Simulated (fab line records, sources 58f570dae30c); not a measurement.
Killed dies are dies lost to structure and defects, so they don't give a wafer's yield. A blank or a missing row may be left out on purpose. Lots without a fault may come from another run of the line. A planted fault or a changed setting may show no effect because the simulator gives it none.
A struck lot beside a sound one | flow berkeley_cmos170 | 13 steps out of a route of 331
Sound: wafers L467.1, L467.2, L467.4. Struck: wafers L455.3, L455.4, L455.6. The cause comes at the end.
At each step with rows: each side's tool, then ch and its chambers, then its first start. Under that, the readings that differ: sound wafers | struck wafers | difference of the means | sigmas: that difference in standard deviations of wafers without a fault.
alike: readings whose means differ by less than 2 such deviations, and words and numbers that are the same on both sides. not compared: withheld readings, readings that some wafer has no value for, bounds like >300 that may hide the same value, and numbers for which the record gives no deviation and whose values overlap.
The two part at a step that has a row with sigmas, a row that says differs or no value, or rows on one side only. Numbers that don't overlap but have no deviation are shown without sigmas and don't part them. A reading that every wafer of one side lacks parts them only if that side has two wafers or more.

UCB170_START_BOW_MEAS_00:
  sound on film_metro-04, day 5 04:00; struck on film_metro-03, day 2 16:02
  alike: INCOMING_BOW
then, 2 steps without rows for these wafers: UCB170_START_CLEAN_01 (cleans in dHF, time 60 s); UCB170_START_OXIDATION_02 (target thk 20 nm, ox time 1800 s).
UCB170_START_THK_MEAS_03:
  sound on film_metro-03, day 5 08:29; struck on film_metro-01, day 2 17:52
  alike: START_OXIDE_THK
then, 6 steps without rows for these wafers: UCB170_START_ANNEAL_04 (time 1200 s); UCB170_ZERO_HMDS_00 (prime time 60 s); UCB170_ZERO_COAT_01 (resist thk 900 nm); UCB170_ZERO_SOFTBAKE_02 (time 60 s); UCB170_ZERO_EXPOSE_03 (exposes mask PM MARKS, target cd 4000 nm); UCB170_ZERO_PEB_04.
UCB170_ZERO_DEVELOP_05: develop time 45 s.
  sound on litho_track-01 ch 0, day 5 12:00; struck on litho_track-03, day 2 22:00
  no value came back on the struck wafers for chill_plate_temp_C (C), develop_time_s (s); on the sound wafers chill_plate_temp_C (C) reads 22.95 22.76 22.79
  reading                               | sound             | struck          | difference | sigmas
  model.KrF_of_ZERO_COAT_01.thk_nm (nm) | 886.6 888.6 886.3 | 904.5 903 903.9 | +16.6      |
UCB170_ZERO_ETCH_06: etches SiO2 in CHF3/CF4/Ar, time 12 s.
  sound on rie_diel-02 ch 0,2,3, day 5 12:51; struck on rie_diel-04 ch 2,3, day 2 22:32
  reading               | sound             | struck            | difference | sigmas
  oes_product_au (a.u.) | 0.627 0.623 0.619 | 0.380 0.379 0.378 | -0.244     | -22
  alike: drypump_motor_current_A, throttle_valve_pct
  not compared: rf_hours_counter_h
UCB170_ZERO_STRIP_07: strips in O2.
  sound on plasma_asher-03 ch 0,1, day 5 12:52; struck on plasma_asher-03 ch 0,1, day 2 22:35
  reading                      | sound             | struck            | difference | sigmas
  strip_time_to_endpoint_s (s) | 21.52 21.54 21.48 | 21.95 21.90 21.90 | +0.40      | +7
  alike: drypump_motor_current_A, oes_product_au
  not compared: rf_hours_counter_h

WHERE THEY PART
First at UCB170_ZERO_DEVELOP_05; last, within this record, at UCB170_ZERO_STRIP_07.

WHY: what the simulator had put in
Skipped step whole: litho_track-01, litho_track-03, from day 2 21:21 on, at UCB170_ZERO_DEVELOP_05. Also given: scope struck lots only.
